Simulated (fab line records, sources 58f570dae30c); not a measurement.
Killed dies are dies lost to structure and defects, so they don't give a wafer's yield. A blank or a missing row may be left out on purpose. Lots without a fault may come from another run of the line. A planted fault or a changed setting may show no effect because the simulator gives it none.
Which tool did it? | flow berkeley_cmos170 | 15 lots, 45 wafers sampled, at 4 steps of a route of 331

WHAT THE GAUGES READ, wafer by wafer
UCB170_M1_OVL_MEAS_10.
lot  | measured     | on         | M1_OVL (nm)
L164 | day 7 08:10  | overlay-01 | 6 11 11
L165 | day 7 09:32  | overlay-01 | 7 9 3
L167 | day 7 13:17  | overlay-01 | 7 2 10
L168 | day 7 22:40  | overlay-01 | 6 -6 6
L171 | day 8 08:55  | overlay-01 | 10 0 6
L173 | day 9 05:57  | overlay-02 | 7 -2 3
L174 | day 9 07:47  | overlay-01 | 0 4 -7
L175 | day 9 08:45  | overlay-01 | 4 3 7
L177 | day 9 18:27  | overlay-02 | 12 3 7
L180 | day 10 03:59 | overlay-01 | 6 5 1
L181 | day 10 17:41 | overlay-02 | 4 -3 4
L179 | day 10 23:14 | overlay-01 | 6 10 8
L182 | day 11 02:15 | overlay-01 | 5 6 9
L183 | day 11 02:19 | overlay-02 | -3 2 -8
L185 | day 11 03:31 | overlay-01 | 9 9 9

UCB170_M2_OVL_MEAS_16.
lot  | measured     | on         | M2_OVL (nm)
L164 | day 7 16:59  | overlay-01 | 1 -2 -4
L165 | day 7 17:27  | overlay-01 | -1 -7 -7
L167 | day 8 00:28  | overlay-01 | 2 2 1
L168 | day 8 11:01  | overlay-01 | 5 4 15
L171 | day 8 19:40  | overlay-01 | -1 1 -6
L173 | day 9 14:34  | overlay-01 | -2 0 1
L174 | day 9 14:58  | overlay-02 | 2 -3 -3
L175 | day 9 18:33  | overlay-01 | -11 -3 -6
L177 | day 10 06:22 | overlay-02 | 3 -6 -6
L180 | day 10 15:54 | overlay-02 | -1 -1 -4
L181 | day 11 03:41 | overlay-02 | -6 -9 -2
L179 | day 11 14:08 | overlay-01 | -9 -6 -4
L182 | day 11 14:25 | overlay-01 | -6 -6 -6
L183 | day 11 15:07 | overlay-01 | -15 -5 -9
L185 | day 11 14:53 | overlay-02 | -8 0 -11

UCB170_M3_BOW_MEAS_20.
lot  | measured     | on            | M3_BOW (um)
L164 | day 8 00:13  | film_metro-03 | 44 20 40
L165 | day 8 00:38  | film_metro-03 | 32 44 32
L167 | day 8 06:27  | film_metro-04 | 43 36 33
L168 | day 8 17:52  | film_metro-03 | 23 43 27
L171 | day 9 02:23  | film_metro-02 | 33 45 46
L173 | day 9 20:53  | film_metro-03 | 36 34 37
L174 | day 9 21:43  | film_metro-03 | 42 35 34
L175 | day 10 01:14 | film_metro-04 | 33 35 30
L177 | day 10 11:59 | film_metro-03 | 38 23 35
L180 | day 10 22:05 | film_metro-03 | 32 40 37
L181 | day 11 11:13 | film_metro-03 | 44 37 43
L179 | day 11 20:55 | film_metro-04 | 26 44 45
L182 | day 11 21:16 | film_metro-02 | 43 37 41
L183 | day 11 23:14 | film_metro-03 | 38 38 36
L185 | day 11 23:19 | film_metro-02 | 40 34 37

WHICH TOOL RAN EACH LOT (tool, then ch and the chambers of the sampled wafers, then the start)
lot  | UCB170_M3_SOFTBAKE_06
L164 | litho_track-04 ch 0, day 7 21:43
L165 | litho_track-04 ch 0, day 7 22:24
L167 | litho_track-03 ch 0, day 8 04:34
L168 | litho_track-01 ch 0, day 8 14:47
L171 | litho_track-03 ch 0, day 8 23:49
L173 | litho_track-01 ch 0, day 9 18:48
L174 | litho_track-04 ch 0, day 9 19:27
L175 | litho_track-01 ch 0, day 9 22:36
L177 | litho_track-01 ch 0, day 10 09:48
L180 | litho_track-04 ch 0, day 10 20:14
L181 | litho_track-03 ch 0, day 11 07:13
L179 | litho_track-03 ch 0, day 11 18:12
L182 | litho_track-03 ch 0, day 11 18:40
L183 | litho_track-03 ch 0, day 11 19:13
L185 | litho_track-04 ch 0, day 11 18:55
- UCB170_M3_SOFTBAKE_06: time 60 s.

WHAT THE TOOLS THEMSELVES READ (means of the sampled wafers that have a number; where no wafer has one, the mark that the record gives instead)
UCB170_M3_SOFTBAKE_06.
lot  | tool           | chill_plate_temp_C (C) | exhaust_pa (Pa) | heater_power_total_W (W) | plate_temp_C (C)
L164 | litho_track-04 | 22.82                  | 44.7            | 56.79                    | 130.04
L165 | litho_track-04 | 22.99                  | 45.2            | 56.79                    | 129.91
L167 | litho_track-03 | 22.91                  | 44.7            | 56.80                    | 130.10
L168 | litho_track-01 | 22.90                  | 45.6            | 56.79                    | 130.03
L171 | litho_track-03 | 22.98                  | 45.3            | 56.80                    | 130.11
L173 | litho_track-01 | 22.96                  | 45.4            | 55.93                    | 128.50
L174 | litho_track-04 | 23.04                  | 45.1            | 56.78                    | 130.18
L175 | litho_track-01 | 23.05                  | 44.8            | 55.94                    | 128.36
L177 | litho_track-01 | 22.98                  | 45.7            | 55.91                    | 128.49
L180 | litho_track-04 | 23.10                  | 45.6            | 56.82                    | 129.88
L181 | litho_track-03 | 22.94                  | 45.8            | 56.84                    | 129.97
L179 | litho_track-03 | 23.17                  | 44.4            | 56.81                    | 129.99
L182 | litho_track-03 | 22.91                  | 44.3            | 56.79                    | 129.89
L183 | litho_track-03 | 23.06                  | 45.2            | 56.84                    | 130.11
L185 | litho_track-04 | 23.01                  | 44.5            | 56.83                    | 130.12

THE ANSWER, worked out from the rows above alone
Rule: what is usual is taken from the lots themselves. Put in order of their means at a reading, lots are off if they are a third of the lots or fewer, leave a main group of 4 or more, and stand apart from it by a gap of 3 or more times the standard deviation of the main group's means; of several such gaps the widest counts. A main group whose means are all the same, to the digits that the tables above print for the reading, isn't used. A lot without any number at a reading at which 4 lots or more have one is off too. The other lots that the step has rows for count as sound. The gauges are gone through in route order, then the tools' own readings, and for those a lot's mean is taken as printed above. The first step at which some lot is off is used, and at that step the reading that is off furthest; a lot without a number counts as furthest.
Off: L173, L175, L177, at UCB170_M3_SOFTBAKE_06 (heater_power_total_W). The main group: mean 56.81 W, standard deviation 0.02.
A tool fits if, at that step or a process step before it, it ran every lot that is off, and no sound lot after the first of them. One fits: litho_track-01 at UCB170_M3_SOFTBAKE_06. Its last sound lot is L168 (day 8 14:47), its first lot that is off L173 (day 9 18:48): a fault that began between those two fits.
The tool's own readings at UCB170_M3_SOFTBAKE_06 bear it out: on the lots that are off they differ by more than 5 times the standard deviation of the sound lots' means. heater_power_total_W reads 55.93 W there against 56.81 W on the sound lots; plate_temp_C reads 128.45 C there against 130.03 C on the sound lots.

WHAT THE SIMULATOR HAD PUT IN
Process parameter drift: litho_track-01, from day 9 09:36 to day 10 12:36, at UCB170_M3_SOFTBAKE_06. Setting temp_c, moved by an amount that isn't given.
Lots struck among those shown: L173, L175, L177. The rule above found the same.
